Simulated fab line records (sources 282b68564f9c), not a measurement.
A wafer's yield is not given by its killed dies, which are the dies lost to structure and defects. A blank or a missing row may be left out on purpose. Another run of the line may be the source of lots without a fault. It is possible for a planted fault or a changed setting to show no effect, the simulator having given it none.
fab line records ; flow rit_cmos
record: lots: 6; wafers: 18; last_day: 7
route steps=202 shown SDANNEAL@153 PSD@157 NSD@158 PLDD@159 NLDD@160 SILICIDE@161 M1@202
lots untouched by any fault: they come from a run of this same line in which no faults occurred
start_h: hours from the record's first day to the start of the lot's first wafer shown ; wait_h: hours from the lot's prior step to this one ; " the same as in the row above ; L1.1+2: a single row standing in for several wafers ; - no value present, or no start provided ; * or withheld: withheld ; < > ~ a bound
route shown NAME@n: a module of which the file shows steps, and the number in the route of the first ; usual: average and standard deviation across the fault-free wafers ; same: alike in all rows ; chamber/n: place in a boat ; sites: readings site by site ; _std_site: standard deviation across them ; _edge_site: inner sites' mean taken away from outer sites' mean ; radius_mm: how far each site lies from the wafer's centre ; mask NAME#n: copy n ; behind: tool/chamber where the wafer was last shaped ; hold: why the lot was held/for how many hours/how that ended ; device: which transistor (n, p or np) failed to switch ; end of line: the tests these same wafers got at the end of their route ; step lacking rows: just its recipe ; killed: dies that structure and defects cost at the first sort, which is not the same as the wafer's yield ; map: the dies of a wafer, with x for killed, . for not killed, _ for no die there
set.NAME: setting as actually run; set.NAME@STEP: the setting as run at that earlier step ; model.NAME: the simulator's own value behind a step, which no gauge read
a table for each step, a row for each wafer; lots at some steps of the route
services: a tool's chamber out of use, with start hour (start_h, from the record's first day; less than 0 if before it), hours out, and reason
== steps ==
step: RIT_SDANNEAL_CLEAN_00
recipe: chemistry: SC1; mix: 3:3:50; time_s: 600; temp_c: 75
step: RIT_SDANNEAL_CLEAN_01
recipe: chemistry: dHF; dilution: 50:1; time_s: 30
step: RIT_SDANNEAL_CLEAN_02
recipe: chemistry: SC2; mix: 3:3:50; time_s: 600; temp_c: 75; dry: n2_spin
step: RIT_SDANNEAL_RTA_03
recipe: temp_c: 1050; time_s: 5; idle_temp_c: 600; ramp_up_c_per_s: 342; ramp_down_c_per_s: 171; cool_to_c: 600; ambient: N2
usual: ramp_down_c_per_s: 171.00/0.031; wafer_temp_C_max: 1053.6/1.2
lot.wafer;tool;chamber;start_h;wait_h;ramp_down_c_per_s;wafer_temp_C_max
L876.2;rtp_anneal-01;0;55.17;0.0;170.99;1055.4
L876.4;rtp_anneal-01;0;55.17;0.0;171.00;1052.4
L876.6;rtp_anneal-01;0;55.17;0.0;171.04;1054.7
L877.2;rtp_anneal-02;0;58.72;0.0;171.01;1051.7
L877.4;rtp_anneal-02;0;58.72;0.0;170.97;1054.0
L877.5;rtp_anneal-02;0;58.72;0.0;171.04;1053.5
L881.1;rtp_anneal-02;0;79.61;0.0;171.02;1054.1
L881.3;rtp_anneal-02;0;79.61;0.0;171.02;1052.9
L881.4;rtp_anneal-02;0;79.61;0.0;170.95;1052.3
L883.3;rtp_anneal-02;0;90.78;0.0;170.98;1052.6
L883.4;rtp_anneal-02;0;90.78;0.0;171.01;1053.1
L883.5;rtp_anneal-02;0;90.78;0.0;170.99;1053.4
L889.2;rtp_anneal-01;0;125.59;0.0;171.03;1056.1
L889.4;rtp_anneal-01;0;125.59;0.0;170.93;1052.6
L889.6;rtp_anneal-01;0;125.59;0.0;171.08;1052.5
L898.4;rtp_anneal-01;0;165.03;0.0;171.01;1052.6
L898.5;rtp_anneal-01;0;165.03;0.0;170.98;1055.2
L898.6;rtp_anneal-01;0;165.03;0.0;171.03;1053.9
step: RIT_SDANNEAL_RS_MEAS_04
recipe: thk_meas_gauge: four-point-probe
usual: PSD_RS: 115.83/0.3
lot.wafer;tool;chamber;start_h;wait_h;PSD_RS[ohm/sq]
L876.2;film_metro-04;-;55.24;0.1;116.32
L876.4;film_metro-04;-;55.24;0.1;116.23
L876.6;film_metro-04;-;55.24;0.1;116.28
L877.2;film_metro-03;-;58.79;0.1;115.70
L877.4;film_metro-03;-;58.79;0.1;115.53
L877.5;film_metro-03;-;58.79;0.1;115.55
L881.1;film_metro-02;-;79.67;0.0;115.93
L881.3;film_metro-02;-;79.67;0.0;116.23
L881.4;film_metro-02;-;79.67;0.0;115.81
L883.3;film_metro-04;-;90.86;0.1;116.32
L883.4;film_metro-04;-;90.86;0.1;115.81
L883.5;film_metro-04;-;90.86;0.1;116.13
L889.2;film_metro-03;-;125.66;0.1;116.13
L889.4;film_metro-03;-;125.66;0.1;115.96
L889.6;film_metro-03;-;125.66;0.1;115.85
L898.4;film_metro-02;-;165.12;0.1;115.86
L898.5;film_metro-02;-;165.12;0.1;115.52
L898.6;film_metro-02;-;165.12;0.1;115.53
step: RIT_SDANNEAL_RS_MEAS_05
recipe: thk_meas_gauge: four-point-probe
usual: NSD_RS: 84.43/0.28
lot.wafer;tool;chamber;start_h;wait_h;NSD_RS[ohm/sq]
L876.2;film_metro-04;-;55.36;0.1;84.81
L876.4;film_metro-04;-;55.36;0.1;85.23
L876.6;film_metro-04;-;55.36;0.1;84.80
L877.2;film_metro-03;-;58.91;0.1;84.54
L877.4;film_metro-03;-;58.91;0.1;84.85
L877.5;film_metro-03;-;58.91;0.1;84.63
L881.1;film_metro-02;-;79.79;0.1;84.14
L881.3;film_metro-02;-;79.79;0.1;84.11
L881.4;film_metro-02;-;79.79;0.1;84.23
L883.3;film_metro-04;-;90.98;0.1;84.61
L883.4;film_metro-04;-;90.98;0.1;84.10
L883.5;film_metro-04;-;90.98;0.1;84.41
L889.2;film_metro-03;-;125.78;0.1;84.54
L889.4;film_metro-03;-;125.78;0.1;84.57
L889.6;film_metro-03;-;125.78;0.1;84.55
L898.4;film_metro-02;-;165.24;0.1;84.70
L898.5;film_metro-02;-;165.24;0.1;84.48
L898.6;film_metro-02;-;165.24;0.1;85.04
step: RIT_SDANNEAL_RS_MEAS_06
recipe: thk_meas_gauge: four-point-probe
usual: PLDD_RS: 178.4/0.43
lot.wafer;tool;chamber;start_h;wait_h;PLDD_RS[ohm/sq]
L876.2;film_metro-04;-;55.48;0.1;179.0
L876.4;film_metro-04;-;55.48;0.1;179.0
L876.6;film_metro-04;-;55.48;0.1;179.0
L877.2;film_metro-03;-;59.03;0.1;177.9
L877.4;film_metro-03;-;59.03;0.1;178.0
L877.5;film_metro-03;-;59.03;0.1;178.4
L881.1;film_metro-02;-;79.91;0.1;178.5
L881.3;film_metro-02;-;79.91;0.1;178.1
L881.4;film_metro-02;-;79.91;0.1;177.4
L883.3;film_metro-04;-;91.10;0.1;178.8
L883.4;film_metro-04;-;91.10;0.1;179.1
L883.5;film_metro-04;-;91.10;0.1;179.1
L889.2;film_metro-03;-;125.90;0.1;179.0
L889.4;film_metro-03;-;125.90;0.1;179.1
L889.6;film_metro-03;-;125.90;0.1;178.9
L898.4;film_metro-02;-;165.36;0.1;178.9
L898.5;film_metro-02;-;165.36;0.1;178.3
L898.6;film_metro-02;-;165.36;0.1;178.3
step: RIT_SDANNEAL_RS_MEAS_07
recipe: thk_meas_gauge: four-point-probe
usual: NLDD_RS: 151.4/0.51
lot.wafer;tool;chamber;start_h;wait_h;NLDD_RS[ohm/sq]
L876.2;film_metro-04;-;55.60;0.1;151.2
L876.4;film_metro-04;-;55.60;0.1;151.8
L876.6;film_metro-04;-;55.60;0.1;150.6
L877.2;film_metro-03;-;59.15;0.1;151.6
L877.4;film_metro-03;-;59.15;0.1;151.7
L877.5;film_metro-03;-;59.15;0.1;151.0
L881.1;film_metro-02;-;80.03;0.1;152.6
L881.3;film_metro-02;-;80.03;0.1;152.3
L881.4;film_metro-02;-;80.03;0.1;152.3
L883.3;film_metro-04;-;91.22;0.1;151.0
L883.4;film_metro-04;-;91.22;0.1;150.7
L883.5;film_metro-04;-;91.22;0.1;151.3
L889.2;film_metro-03;-;126.02;0.1;151.8
L889.4;film_metro-03;-;126.02;0.1;151.8
L889.6;film_metro-03;-;126.02;0.1;151.8
L898.4;film_metro-02;-;165.48;0.1;151.6
L898.5;film_metro-02;-;165.48;0.1;152.0
L898.6;film_metro-02;-;165.48;0.1;152.1
step: RIT_SILICIDE_WET_ETCH_00
recipe: chemistry: BOE; target: SiO2; target_depth_nm: 14; time_s: 15; dry: n2_spin; dilution: 10:1; temp_c: 21.5
step: RIT_SILICIDE_SPUTTER_01
recipe: material: Ti; target_thk_nm: 30; power_w: 350; chamber_pressure_pa: 0.667; gas: Ar; time_s: 240; substrate_temp_c: 25
usual: throttle_valve_pct: 30.2/0.93
lot.wafer;tool;chamber;start_h;wait_h;throttle_valve_pct
L876.2;pvd_sputter-01;-;55.71;0.0;31.7
L876.4;pvd_sputter-01;-;55.71;0.0;29.1
L876.6;pvd_sputter-01;-;55.71;0.0;29.6
L877.2;pvd_sputter-03;-;59.27;0.0;29.0
L877.4;pvd_sputter-03;-;59.27;0.0;30.4
L877.5;pvd_sputter-03;-;59.27;0.0;30.2
L881.1;pvd_sputter-03;-;80.18;0.0;31.1
L881.3;pvd_sputter-03;-;80.18;0.0;30.3
L881.4;pvd_sputter-03;-;80.18;0.0;30.7
L883.3;pvd_sputter-01;-;91.33;0.0;29.6
L883.4;pvd_sputter-01;-;91.33;0.0;29.6
L883.5;pvd_sputter-01;-;91.33;0.0;31.4
L889.2;pvd_sputter-03;-;126.14;0.0;28.8
L889.4;pvd_sputter-03;-;126.14;0.0;30.4
L889.6;pvd_sputter-03;-;126.14;0.0;30.6
L898.4;pvd_sputter-01;-;165.55;0.0;29.7
L898.5;pvd_sputter-01;-;165.55;0.0;28.9
L898.6;pvd_sputter-01;-;165.55;0.0;30.0
step: RIT_SILICIDE_RS_MEAS_02
recipe: thk_meas_gauge: four-point-probe; reads: Ti_of_SILICIDE_SPUTTER_01
usual: SILICIDE_TI_RS: 47.8/0.6
lot.wafer;tool;chamber;start_h;wait_h;SILICIDE_TI_RS[ohm/sq]
L876.2;film_metro-01;-;55.88;0.1;47.6
L876.4;film_metro-01;-;55.88;0.1;47.2
L876.6;film_metro-01;-;55.88;0.1;47.7
L877.2;film_metro-02;-;59.44;0.1;48.1
L877.4;film_metro-02;-;59.44;0.1;47.5
L877.5;film_metro-02;-;59.44;0.1;47.1
L881.1;film_metro-01;-;80.33;0.1;48.5
L881.3;film_metro-01;-;80.33;0.1;47.5
L881.4;film_metro-01;-;80.33;0.1;48.2
L883.3;film_metro-01;-;91.52;0.1;48.9
L883.4;film_metro-01;-;91.52;0.1;48.9
L883.5;film_metro-01;-;91.52;0.1;48.3
L889.2;film_metro-02;-;126.31;0.1;48.0
L889.4;film_metro-02;-;126.31;0.1;47.1
L889.6;film_metro-02;-;126.31;0.1;47.9
L898.4;film_metro-01;-;165.76;0.1;48.4
L898.5;film_metro-01;-;165.76;0.1;47.5
L898.6;film_metro-01;-;165.76;0.1;47.8
step: RIT_SILICIDE_THK_MEAS_03
recipe: thk_meas_gauge: xrf; reads: Ti_of_SILICIDE_SPUTTER_01
usual: SILICIDE_TI_THK: 29.9/0.31
lot.wafer;tool;chamber;start_h;wait_h;SILICIDE_TI_THK[nm]
L876.2;film_metro-01;-;55.99;0.1;30.1
L876.4;film_metro-01;-;55.99;0.1;30.4
L876.6;film_metro-01;-;55.99;0.1;30.0
L877.2;film_metro-02;-;59.55;0.1;29.8
L877.4;film_metro-02;-;59.55;0.1;29.9
L877.5;film_metro-02;-;59.55;0.1;30.1
L881.1;film_metro-01;-;80.45;0.1;29.5
L881.3;film_metro-01;-;80.45;0.1;30.1
L881.4;film_metro-01;-;80.45;0.1;29.6
L883.3;film_metro-01;-;91.62;0.1;29.5
L883.4;film_metro-01;-;91.62;0.1;29.4
L883.5;film_metro-01;-;91.62;0.1;29.8
L889.2;film_metro-02;-;126.42;0.1;29.7
L889.4;film_metro-02;-;126.42;0.1;30.1
L889.6;film_metro-02;-;126.42;0.1;29.9
L898.4;film_metro-01;-;165.85;0.1;30.0
L898.5;film_metro-01;-;165.85;0.1;30.3
L898.6;film_metro-01;-;165.85;0.1;29.9
step: RIT_SILICIDE_RTA_04
recipe: temp_c: 650; time_s: 10; idle_temp_c: 25; ramp_up_s: 5; ramp_down_s: 5; cool_to_c: 25; ambient: N2
usual: wafer_temp_C_max: 652.5/0.71
lot.wafer;tool;chamber;start_h;wait_h;wafer_temp_C_max
L876.2;rtp_anneal-02;0;56.05;0.1;651.8
L876.4;rtp_anneal-02;0;56.05;0.1;652.1
L876.6;rtp_anneal-02;0;56.05;0.1;652.0
L877.2;rtp_anneal-01;0;59.61;0.1;653.0
L877.4;rtp_anneal-01;0;59.61;0.1;653.3
L877.5;rtp_anneal-01;0;59.61;0.1;652.7
L881.1;rtp_anneal-01;0;80.51;0.1;657.4
L881.3;rtp_anneal-01;0;80.51;0.1;657.7
L881.4;rtp_anneal-01;0;80.51;0.1;657.6
L883.3;rtp_anneal-01;0;91.69;0.1;656.6
L883.4;rtp_anneal-01;0;91.69;0.1;656.0
L883.5;rtp_anneal-01;0;91.69;0.1;656.3
L889.2;rtp_anneal-02;0;126.48;0.1;652.2
L889.4;rtp_anneal-02;0;126.48;0.1;651.8
L889.6;rtp_anneal-02;0;126.48;0.1;652.1
L898.4;rtp_anneal-02;0;165.92;0.1;651.9
L898.5;rtp_anneal-02;0;165.92;0.1;653.0
L898.6;rtp_anneal-02;0;165.92;0.1;651.3
step: RIT_SILICIDE_WET_ETCH_05
recipe: chemistry: SPM; target: Ti; temp_c: 90; time_s: 120; dry: n2_spin
step: RIT_M1_PROBE_99
usual: killed_at_front_end: 6.8/2.8; killed_dies: 6.9/2.8; killed_open: 3.3/1.9; killed_short: 3.5/1.8
same: gross_dies: 264; killed_at_M0_to_M3: 0; killed_at_M4_up: 0; killed_at_back_side: 0; killed_at_contacts: 0; killed_at_other: 0
lot.wafer;tool;chamber;start_h;wait_h;killed_at_front_end;killed_dies;killed_open;killed_short;model.etest.npoly_line.rs_ohm_sq;model.etest.ppoly_line.rs_ohm_sq;model.etest.ppoly_sal.rs_ohm_sq;model.etest.pplus_sal.rs_ohm_sq
L876.2;prober-02;-;63.09;0.1;6;6;3;3;17.12;16.49;4.296;4.307
L876.4;prober-02;-;63.19;0.2;5;5;3;2;16.9;16.41;4.289;4.299
L876.6;prober-02;-;63.29;0.2;4;4;2;2;17.1;16.54;4.358;4.374
L877.2;prober-01;-;66.21;0.1;7;7;4;3;17.16;16.51;4.342;4.328
L877.4;prober-01;-;66.31;0.2;10;10;3;7;17.07;16.46;4.284;4.289
L877.5;prober-01;-;66.36;0.2;7;7;3;4;16.96;16.33;4.208;4.249
L881.1;prober-01;-;87.19;0.1;7;7;4;3;16.8;16.38;4.306;4.322
L881.3;prober-01;-;87.29;0.2;5;5;3;2;16.61;16.23;4.225;4.222
L881.4;prober-01;-;87.34;0.2;9;9;6;3;16.78;16.24;4.25;4.288
L883.3;prober-01;-;98.34;0.2;10;10;6;4;16.94;16.45;4.316;4.309
L883.4;prober-01;-;98.39;0.2;7;7;2;5;16.89;16.44;4.325;4.327
L883.5;prober-01;-;98.44;0.2;7;7;2;5;16.83;16.05;4.305;4.322
L889.2;prober-01;-;133.79;0.4;2;2;1;1;17.03;16.59;4.322;4.333
L889.4;prober-01;-;133.89;0.5;3;3;1;2;16.88;16.44;4.241;4.244
L889.6;prober-01;-;133.99;0.6;2;2;1;1;16.97;16.56;4.335;4.282
L898.4;prober-01;-;173.48;0.2;6;6;1;5;17.1;16.57;4.35;4.35
L898.5;prober-01;-;173.53;0.2;7;7;2;5;16.83;16.47;4.321;4.3
L898.6;prober-01;-;173.58;0.2;7;7;4;3;16.94;16.44;4.325;4.346
killed by level:class
L876.2 GATE:geometric_particle:open=2 GATE:geometric_particle:short=1 REOX:geometric_particle:short=1 REOX:geometric_particle:open=1 SPACER:geometric_particle:short=1
L876.4 GATE:geometric_particle:open=3 REOX:geometric_particle:short=1 SPACER:geometric_particle:short=1
L876.6 FOX1:geometric_particle:open=1 GATE:geometric_particle:short=1 GATE:geometric_particle:open=1 REOX:geometric_particle:short=1
L877.2 REOX:geometric_particle:short=2 FOX2:geometric_particle:open=1 GATE:geometric_particle:open=1 GATE:geometric_particle:short=1 REOX:geometric_particle:open=1 SILICIDE:geometric_particle:open=1
L877.4 GATE:geometric_particle:short=3 GATE:geometric_particle:open=3 FOX2:geometric_particle:short=2 REOX:geometric_particle:short=1 SILICIDE:geometric_particle:short=1
L877.5 GATE:geometric_particle:open=2 FOX1:geometric_particle:short=1 GATE:geometric_particle:short=1 SPACER:geometric_particle:short=1 SILICIDE:geometric_particle:open=1 SILICIDE:geometric_particle:short=1
L881.1 FOX2:geometric_particle:short=2 REOX:geometric_particle:open=2 FOX2:geometric_particle:open=1 GATE:geometric_particle:short=1 SILICIDE:geometric_particle:open=1
L881.3 FOX1:geometric_particle:open=1 FOX2:geometric_particle:open=1 GATE:geometric_particle:short=1 GATE:geometric_particle:open=1 REOX:geometric_particle:short=1
L881.4 GATE:geometric_particle:open=4 SPACER:geometric_particle:short=2 REOX:geometric_particle:open=1 REOX:geometric_particle:short=1 SPACER:geometric_particle:open=1
L883.3 SILICIDE:geometric_particle:open=3 FOX1:geometric_particle:short=2 GATE:geometric_particle:short=2 GATE:geometric_particle:open=2 FOX1:geometric_particle:open=1
L883.4 GATE:geometric_particle:short=2 FOX1:geometric_particle:short=1 GATE:geometric_particle:open=1 REOX:geometric_particle:short=1 SPACER:geometric_particle:short=1 SILICIDE:geometric_particle:open=1
L883.5 SILICIDE:geometric_particle:short=3 FOX1:geometric_particle:short=1 GATE:geometric_particle:short=1 GATE:geometric_particle:open=1 SILICIDE:geometric_particle:open=1
L889.2 REOX:geometric_particle:open=1 SPACER:geometric_particle:short=1
L889.4 GATE:geometric_particle:short=2 GATE:geometric_particle:open=1
L889.6 FOX2:geometric_particle:open=1 GATE:geometric_particle:short=1
L898.4 SPACER:geometric_particle:short=2 FOX1:geometric_particle:short=1 GATE:geometric_particle:short=1 REOX:geometric_particle:short=1 SPACER:geometric_particle:open=1
L898.5 REOX:geometric_particle:short=2 FOX2:geometric_particle:short=1 GATE:geometric_particle:open=1 GATE:geometric_particle:short=1 SPACER:geometric_particle:short=1 SILICIDE:geometric_particle:open=1
L898.6 FOX2:geometric_particle:open=2 FOX1:geometric_particle:short=1 FOX2:geometric_particle:short=1 SPACER:geometric_particle:short=1 SPACER:geometric_particle:open=1 SILICIDE:geometric_particle:open=1
== services ==
tool;chamber;start_h;hours;kind
pvd_sputter-01;-;79.46;6.0;repair
pvd_sputter-01;-;103.43;3.4;repair
pvd_sputter-03;-;105.45;2.0;repair
pvd_sputter-03;-;149.97;1.1;repair
== key ==
first_sign: step: RIT_SILICIDE_RTA_04; reading: wafer_temp_C_max; direction: up; sigmas: 6.3; usual: *; struck: *
effect none on later readings
model_effect: step: RIT_M1_PROBE_99; value: etest.npoly_line.rs_ohm_sq; without: 17.04; struck: 16.81
met_at RIT_SILICIDE_RTA_04
struck_wafers L881.1,L881.3,L881.4,L883.3,L883.4,L883.5
tester_left_out L881,L883
onset_between 59.61 80.51
fault: kind: process_parameter_drift; tool: rtp_anneal-01; chamber: -; onset_h: 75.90; steps: RIT_SILICIDE_RTA_04; channel: temp_c; offset: *; shape: step; end_h: 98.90; acts_in: *; stated: *
tester_left_out: of these lots the tester's yield and bins aren't shown, on N5 and GAA mostly nor the transistor test; their killed dies are dies lost to structure and defects alone, not to doping, threshold or leakage, so they don't give the yield
